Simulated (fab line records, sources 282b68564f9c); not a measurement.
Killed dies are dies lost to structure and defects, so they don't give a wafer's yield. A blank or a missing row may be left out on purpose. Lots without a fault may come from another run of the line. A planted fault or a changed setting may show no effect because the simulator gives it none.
Which tool did it? | flow rit_cmos | 16 lots, 48 wafers sampled, at 2 steps of a route of 202

WHAT THE GAUGES READ, wafer by wafer
RIT_NSD_OVL_MEAS_06. Usual: NSD_OVL -0.1 nm, standard deviation 1.1.
lot  | measured    | on         | NSD_OVL (nm)         | flag
L414 | day 3 10:04 | overlay-01 | -2.2 -1.4 -0.4       |
L415 | day 3 15:51 | overlay-01 | -0.1 0.6 0.1         |
L416 | day 3 19:35 | overlay-01 | 3.1 -1.6 0.7         |
L417 | day 3 22:05 | overlay-02 | -0.8 -0.5 0.2        |
L418 | day 4 04:52 | overlay-02 | 1.6 -0.5 1.0         |
L419 | day 4 15:37 | overlay-01 | -0.2 2.7 -0.4        |
L420 | day 4 23:43 | overlay-02 | -179.1 -180.8 -178.9 | OFF
L421 | day 4 23:55 | overlay-01 | -181.9 -181.4 -179.3 | OFF
L422 | day 5 04:35 | overlay-02 | -178.4 -179.5 -179.6 | OFF
L423 | day 5 11:37 | overlay-02 | -178.8 -178.6 -179.7 | OFF
L427 | day 6 20:45 | overlay-01 | -0.7 -0.7 -1.7       |
L430 | day 7 11:43 | overlay-02 | -0.4 2.8 1.0         |
L433 | day 7 22:55 | overlay-01 | -0.5 0.0 0.0         |
L435 | day 7 23:15 | overlay-02 | -1.7 -1.6 -2.5       |
L436 | day 8 00:43 | overlay-02 | 0.9 1.0 -0.1         |
L437 | day 8 04:05 | overlay-02 | 1.1 -0.3 -1.7        |

WHICH TOOL RAN EACH LOT (tool, then ch and the chambers of the sampled wafers, then the start)
lot  | RIT_NSD_EXPOSE_03
L414 | iline_stepper-02 ch 0, day 3 09:31
L415 | iline_stepper-01 ch 0, day 3 15:27
L416 | iline_stepper-02 ch 0, day 3 19:11
L417 | iline_stepper-01 ch 0, day 3 21:43
L418 | iline_stepper-01 ch 0, day 4 04:29
L419 | iline_stepper-02 ch 0, day 4 15:15
L420 | iline_stepper-02 ch 0, day 4 23:19
L421 | iline_stepper-02 ch 0, day 4 23:26
L422 | iline_stepper-02 ch 0, day 5 04:11
L423 | iline_stepper-02 ch 0, day 5 11:15
L427 | iline_stepper-01 ch 0, day 6 20:21
L430 | iline_stepper-01 ch 0, day 7 11:14
L433 | iline_stepper-01 ch 0, day 7 22:32
L435 | iline_stepper-01 ch 0, day 7 22:52
L436 | iline_stepper-01 ch 0, day 8 00:19
L437 | iline_stepper-01 ch 0, day 8 03:37
- RIT_NSD_EXPOSE_03: exposes mask M9, target cd 40700 nm.

WHAT THE TOOLS THEMSELVES READ (means of the sampled wafers that have a number; where no wafer has one, the mark that the record gives instead)
The record holds no such reading with a usual standard deviation.

THE ANSWER, worked out from the rows above alone
Rule: a lot is off if the mean of its wafers that have a number lies more than 3 standard deviations from the usual mean. A lot without any number at a reading at which 4 lots or more have one is off too. The other lots that the step has rows for count as sound. The gauges are gone through in route order, then the tools' own readings, and for those a lot's mean is taken as printed above. The first step at which some lot is off is used, and at that step the reading that is off furthest; a lot without a number counts as furthest.
Off: L420, L421, L422, L423, at RIT_NSD_OVL_MEAS_06 (NSD_OVL).
A tool fits if, at a process step before that reading, it ran every lot that is off, and no sound lot after the first of them. The gauges at RIT_NSD_OVL_MEAS_06 are tried like those tools. One fits: iline_stepper-02 at RIT_NSD_EXPOSE_03. Its last sound lot is L419 (day 4 15:15), its first lot that is off L420 (day 4 23:19): a fault that began between those two fits.

WHAT THE SIMULATOR HAD PUT IN
Scanner matching overlay: iline_stepper-02, from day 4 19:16 on, at RIT_NSD_EXPOSE_03. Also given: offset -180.
Lots struck among those shown: L420, L421, L422, L423. The rule above found the same.
